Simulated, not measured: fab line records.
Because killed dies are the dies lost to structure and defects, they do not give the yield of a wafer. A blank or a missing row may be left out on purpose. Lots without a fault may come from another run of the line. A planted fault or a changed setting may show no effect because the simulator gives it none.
Split-lot study ; flow rit cmos ; 5 lots, 23 wafers read, on a route of 202 steps

== THE SPLIT ==
At RIT_SPACER_CVD_03 (deposits Si3N4 from SiH2Cl2/NH3, target thk 250 nm, time 3300 s), the setting pressure mtorr was moved away from the recipe's 300 mTorr on 20 of the 23 wafers read, by -11.1% to +11.4%. This setting was run at the recipe's value on the other wafers.

No step appears in the file between the split and the reading.

== THE READING ==
At RIT_SPACER_THK_MEAS_04: SPACER_NITRIDE_THK, given in nm. A value of 249.4 nm with a standard deviation of 2.9 nm is what fault-free wafers of this fab line usually give.

wafer;tool, chamber at the split;pressure mtorr as run, mTorr;against the recipe;SPACER_NITRIDE_THK, nm;against lot-mates on the recipe
L074.1;-, -;331.7;+10.6%;259.5;no lot-mate on the recipe
L074.2;-, -;331.7;+10.6%;258.3;no lot-mate on the recipe
L074.3;-, -;331.7;+10.6%;256.7;no lot-mate on the recipe
L074.4;-, -;331.7;+10.6%;258.3;no lot-mate on the recipe
L074.6;-, -;331.7;+10.6%;257.9;no lot-mate on the recipe
L076.1;-, -;266.7;-11.1%;239.8;no lot-mate on the recipe
L076.2;-, -;266.7;-11.1%;237.3;no lot-mate on the recipe
L076.4;-, -;266.7;-11.1%;238.9;no lot-mate on the recipe
L076.5;-, -;266.7;-11.1%;240.6;no lot-mate on the recipe
L076.6;-, -;266.7;-11.1%;238.1;no lot-mate on the recipe
L078.1;lpcvd-01, 0;300;recipe;247.0;-
L078.2;lpcvd-01, 0;300;recipe;246.4;-
L078.3;lpcvd-01, 0;300;recipe;245.5;-
L079.1;-, -;328.5;+9.5%;261.5;no lot-mate on the recipe
L079.2;-, -;328.5;+9.5%;261.4;no lot-mate on the recipe
L079.4;-, -;328.5;+9.5%;261.9;no lot-mate on the recipe
L079.5;-, -;328.5;+9.5%;261.6;no lot-mate on the recipe
L079.6;-, -;328.5;+9.5%;262.0;no lot-mate on the recipe
L084.1;-, -;334.2;+11.4%;258.4;no lot-mate on the recipe
L084.2;-, -;334.2;+11.4%;259.5;no lot-mate on the recipe
L084.4;-, -;334.2;+11.4%;259.0;no lot-mate on the recipe
L084.5;-, -;334.2;+11.4%;259.0;no lot-mate on the recipe
L084.6;-, -;334.2;+11.4%;259.5;no lot-mate on the recipe

FIT RESULTS
A straight line over all 23 wafers: SPACER_NITRIDE_THK changes by +0.97 nm for each +1% of pressure mtorr; r = +0.97; the points scatter about the line by 2.3 nm.
Too few moved wafers with a lot-mate on the recipe to fit a line net of each lot's own level.

== THE WHOLE CHAIN: every reading that the file lists as answering this split, in the file's order ==
step;what it does;reading;change (the file's fit);r (the file's)
RIT_SPACER_CVD_03;deposits Si3N4 from SiH2Cl2/NH3, target thk 250 nm, time 3300 s;Si3N4_of_SPACER_CVD_03.thk nm (the simulator's own value, which no gauge read);+0.969 nm for each +1% of the setting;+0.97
RIT_SPACER_THK_MEAS_04;;SPACER_NITRIDE_THK;+0.97 for each +1% of the setting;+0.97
RIT_SPACER_ETCHBACK_05;etches Si3N4 in SF6/CHF3, stops on SiO2, target depth 250 nm, time 240 s;etch.depth nm (the simulator's own value, which no gauge read);+0.969 nm for each +1% of the setting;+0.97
RIT_SPACER_ETCHBACK_05;etches Si3N4 in SF6/CHF3, stops on SiO2, target depth 250 nm, time 240 s;Si3N4_of_SPACER_CVD_03.thk nm (the simulator's own value, which no gauge read);+0.77 nm for each +1% of the setting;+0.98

== THE FILE'S OWN FIT ==
SPACER_NITRIDE_THK changes by +0.97 nm for each +1% of pressure mtorr, r = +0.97.
